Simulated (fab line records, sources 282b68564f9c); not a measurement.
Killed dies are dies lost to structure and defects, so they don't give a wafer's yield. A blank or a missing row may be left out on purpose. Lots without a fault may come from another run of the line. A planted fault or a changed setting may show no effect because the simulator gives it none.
A struck lot beside a sound one | flow rit_cmos | 14 steps out of a route of 202
Sound: wafers L947.1, L947.3, L947.6. Struck: wafers L943.2, L943.5, L943.6. The cause comes at the end.
At each step with rows: each side's tool, then ch and its chambers, then its first start. Under that, the readings that differ: sound wafers | struck wafers | difference of the means | sigmas: that difference in standard deviations of wafers without a fault.
alike: readings whose means differ by less than 2 such deviations, and words and numbers that are the same on both sides. not compared: withheld readings, readings that some wafer has no value for, bounds like >300 that may hide the same value, and numbers for which the record gives no deviation and whose values overlap.
The two part at a step that has a row with sigmas, a row that says differs or no value, or rows on one side only. Numbers that don't overlap but have no deviation are shown without sigmas and don't part them. A reading that every wafer of one side lacks parts them only if that side has two wafers or more.

first, 4 steps without rows for these wafers: RIT_PLDD_SOFTBAKE_02 (time 60 s); RIT_PLDD_EXPOSE_03 (exposes mask M8, target cd 40900 nm); RIT_PLDD_PEB_04; RIT_PLDD_DEVELOP_05 (develop time 50 s).
RIT_PLDD_OVL_MEAS_06:
  sound on overlay-02, day 6 18:20; struck on overlay-02, day 6 01:46
  alike: PLDD_OVL
then, 2 steps without rows for these wafers: RIT_PLDD_HARDBAKE_07 (time 60 s); RIT_PLDD_IMPLANT_08.
RIT_PLDD_STRIP_09: strips in O2, time 180 s.
  sound on plasma_asher-02 ch 1, day 6 18:41; struck on plasma_asher-02 ch 0,1, day 6 02:05
  alike: drypump_motor_current_A
  not compared: rf_hours_counter_h
RIT_PLDD_TW_MEAS_10:
  sound on film_metro-01, day 6 18:51; struck on film_metro-02, day 6 02:16
  alike: PLDD_TW
then, 3 steps without rows for these wafers: RIT_SPACER_CLEAN_00 (cleans in SC1, time 600 s); RIT_SPACER_CLEAN_01 (cleans in dHF, time 30 s); RIT_SPACER_CLEAN_02 (cleans in SC2, time 600 s).
RIT_SPACER_CVD_03: deposits Si3N4 from SiH2Cl2/NH3, target thk 250 nm, time 3300 s.
  sound on lpcvd-01 ch 1, day 6 19:18; struck on lpcvd-02 ch 1, day 6 02:41
  no value came back on the struck wafers for nh3_flow_sccm (sccm), pressure_mtorr (mTorr), spike_tc_centre_C (C); on the sound wafers nh3_flow_sccm (sccm) reads 150.2 150.8 150.2
RIT_M1_PROBE_99:
  the record has rows for the sound wafers here (prober-02, day 7 08:43) and none for the struck ones

WHERE THEY PART
First at RIT_SPACER_CVD_03; last, within this record, at RIT_M1_PROBE_99.

WHY: what the simulator had put in
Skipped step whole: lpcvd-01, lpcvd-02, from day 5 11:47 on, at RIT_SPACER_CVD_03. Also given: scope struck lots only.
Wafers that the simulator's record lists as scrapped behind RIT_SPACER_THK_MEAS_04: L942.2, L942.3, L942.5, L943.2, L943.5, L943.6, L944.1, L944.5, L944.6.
